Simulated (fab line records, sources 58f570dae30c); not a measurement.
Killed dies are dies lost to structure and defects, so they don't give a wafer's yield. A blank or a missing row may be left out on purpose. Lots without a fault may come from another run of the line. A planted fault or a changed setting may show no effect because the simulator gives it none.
Chamber matching | flow berkeley_cmos170 | UCB170_NWELL_WET_ETCH_00 on wet_bench-04: 3 sister chambers
The step etches SiO2 in dHF, time 200 s. 16 wafers are shown with their chamber, then 2 later ones without.

WAFERS WITH THEIR CHAMBER
wafer  | chamber | bath_heat_duty_pct (%) | run_length_s (s)
L193.2 | 3       | 6.3                    | 226
L193.3 | 3       | 6.6                    | 226
L193.4 | 3       | 6.9                    | 226
L195.2 | 1       | 6.8                    | 225
L195.3 | 1       | 6.8                    | 225
L195.6 | 1       | 6.5                    | 225
L198.1 | 0       | 6.0                    | 225
L198.2 | 0       | 5.1                    | 225
L198.5 | 0       | 5.8                    | 225
L202.2 | 3       | 6.3                    | 226
L202.5 | 3       | 6.6                    | 226
L202.6 | 3       | 6.9                    | 226
L204.1 | 1       | 6.3                    | 232
L204.3 | 1       | 6.7                    | 232
L204.6 | 1       | 6.5                    | 232
L214.1 | 0       | 3.5                    | 227

SIGNATURES (means of the wafers above)
reading            | chamber 0 | chamber 1 | chamber 3 | scatter within a chamber
bath_heat_duty_pct | 5.100     | 6.600     | 6.600     | 0.583
run_length_s       | 225.50    | 228.50    | 226.00    | 2.43
Rule: a wafer's distance from a chamber is the root of the sum, over the readings, of the square of ((its reading less the chamber's mean) divided by the reading's scatter). The wafer belongs to the nearest chamber; if the next one is less than 2 further off, it can't be placed. The scatter: the root of (the sum of the squares of (reading less its chamber's mean) over the shown wafers, divided by (wafers less chambers)).

WAFERS WITHOUT THEIR CHAMBER
wafer  | bath_heat_duty_pct (%) | run_length_s (s)
L214.3 | 4.1                    | 227
L214.5 | 4.8                    | 227

WHICH CHAMBER EACH WENT THROUGH
wafer  | from the rows above | in truth
L214.3 | 0                   | 0
L214.5 | 0                   | 0
Placed correctly: 2 of 2. Can't be placed from these rows: 0. Placed wrongly: 0.
